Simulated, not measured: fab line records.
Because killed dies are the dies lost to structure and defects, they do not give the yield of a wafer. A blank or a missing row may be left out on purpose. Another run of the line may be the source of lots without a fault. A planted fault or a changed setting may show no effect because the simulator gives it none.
What tool caused it? | flow berkeleyCmos170 | 14 lots, 42 wafers sampled, at 2 steps of a route of 331

== WHAT EACH GAUGE READ, for each wafer ==
UCB170_V1_CD_MEAS_90: the cd target is 700 nm. Usual: 699.6 nm for cdNm, sd 1.4.
lot  | measured     | on       | cdNm (nm)         | flag
L521 | day 8 16:35  | cdSem-01 | 699.6 700.6 698.4 | 
L522 | day 8 19:16  | cdSem-02 | 701.4 702.6 700.4 | 
L523 | day 8 22:11  | cdSem-02 | 700.1 701.0 699.4 | 
L524 | day 9 00:19  | cdSem-02 | 697.8 699.2 699.0 | 
L526 | day 9 18:12  | cdSem-02 | 698.8 700.8 699.2 | 
L528 | day 9 21:34  | cdSem-02 | 698.2 699.0 697.9 | 
L525 | day 10 02:59 | cdSem-01 | 699.6 699.4 699.5 | 
L527 | day 10 03:13 | cdSem-02 | 699.0 699.0 696.8 | 
L529 | day 10 16:33 | cdSem-01 | 696.1 697.1 697.2 | 
L532 | day 11 09:25 | cdSem-01 | 700.4 701.1 701.8 | 
L540 | day 12 21:51 | cdSem-01 | 700.3 701.2 700.6 | 
L537 | day 13 00:25 | cdSem-02 | 700.0 700.0 700.4 | 
L541 | day 13 02:19 | cdSem-01 | 700.3 700.9 701.7 | 
L544 | day 13 13:08 | cdSem-01 | 701.8 701.0 703.3 | 

== WHAT TOOL EACH LOT RAN ON (gives the tool, then ch and the chambers of the sampled wafers, and finally the start) ==
lot  | UCB170_M1_STRIP_13
L521 | plasmaAsher-04 ch 0,1, day 8 12:45
L522 | plasmaAsher-02 ch 0,1, day 8 14:15
L523 | plasmaAsher-04 ch 0,1, day 8 18:22
L524 | plasmaAsher-02 ch 0,1, day 8 18:52
L526 | plasmaAsher-04 ch 0,1, day 9 14:15
L528 | plasmaAsher-04 ch 0,1, day 9 17:40
L525 | plasmaAsher-02 ch 0,1, day 9 17:55
L527 | plasmaAsher-01 ch 0,1, day 9 18:05
L529 | plasmaAsher-02 ch 0,1, day 10 12:12
L532 | plasmaAsher-01 ch 0,1, day 11 05:40
L540 | plasmaAsher-02 ch 0,1, day 12 17:53
L537 | plasmaAsher-04 ch 0,1, day 12 20:33
L541 | plasmaAsher-02 ch 0,1, day 12 21:02
L544 | plasmaAsher-01 ch 0,1, day 13 07:10
- UCB170_M1_STRIP_13: strips in O2.

== AS READ BY THE TOOLS THEMSELVES (means over the sampled wafers that have a number; for cases with no such wafer, the mark the record gives instead) ==
UCB170_M1_STRIP_13. Usual: drypumpMotorCurrentA 5.7 A, standard deviation 0.46; oesProductAu 0.721 a.u., standard deviation 0.0044.
lot  | tool           | drypumpMotorCurrentA (A) | oesProductAu (a.u.) | flag
L521 | plasmaAsher-04 | 5.5                      | 0.719               | 
L522 | plasmaAsher-02 | 5.5                      | 0.721               | 
L523 | plasmaAsher-04 | 5.6                      | 0.717               | 
L524 | plasmaAsher-02 | 6.0                      | 0.725               | 
L526 | plasmaAsher-04 | 5.5                      | 0.719               | 
L528 | plasmaAsher-04 | 5.5                      | 0.714               | 
L525 | plasmaAsher-02 | 6.0                      | 0.725               | 
L527 | plasmaAsher-01 | 6.0                      | 0.718               | 
L529 | plasmaAsher-02 | 5.5                      | 0.721               | 
L532 | plasmaAsher-01 | 5.9                      | 0.726               | 
L540 | plasmaAsher-02 | 6.0                      | 0.723               | 
L537 | plasmaAsher-04 | 5.5                      | 0.721               | 
L541 | plasmaAsher-02 | 5.5                      | 0.724               | 
L544 | plasmaAsher-01 | 6.0                      | 0.715               | 

== THE ANSWER, worked out from the rows above alone ==
Rule: take the mean of a lot's wafers that have a number; if it is more than 3 standard deviations from the usual mean, the lot is off. A lot without any number at a reading at which 4 lots or more have one is off too. Any other lot the step has rows for is counted as sound. First the gauges in route order, then the tools' own readings, where a lot's mean is used as printed above. The first step at which some lot is off is used, and at that step the reading that is off furthest; a lot without a number counts as furthest.
Across all readings shown, no lot is off: no conclusion can be drawn from this.

== WHAT THE SIMULATOR HAD PUT IN ==
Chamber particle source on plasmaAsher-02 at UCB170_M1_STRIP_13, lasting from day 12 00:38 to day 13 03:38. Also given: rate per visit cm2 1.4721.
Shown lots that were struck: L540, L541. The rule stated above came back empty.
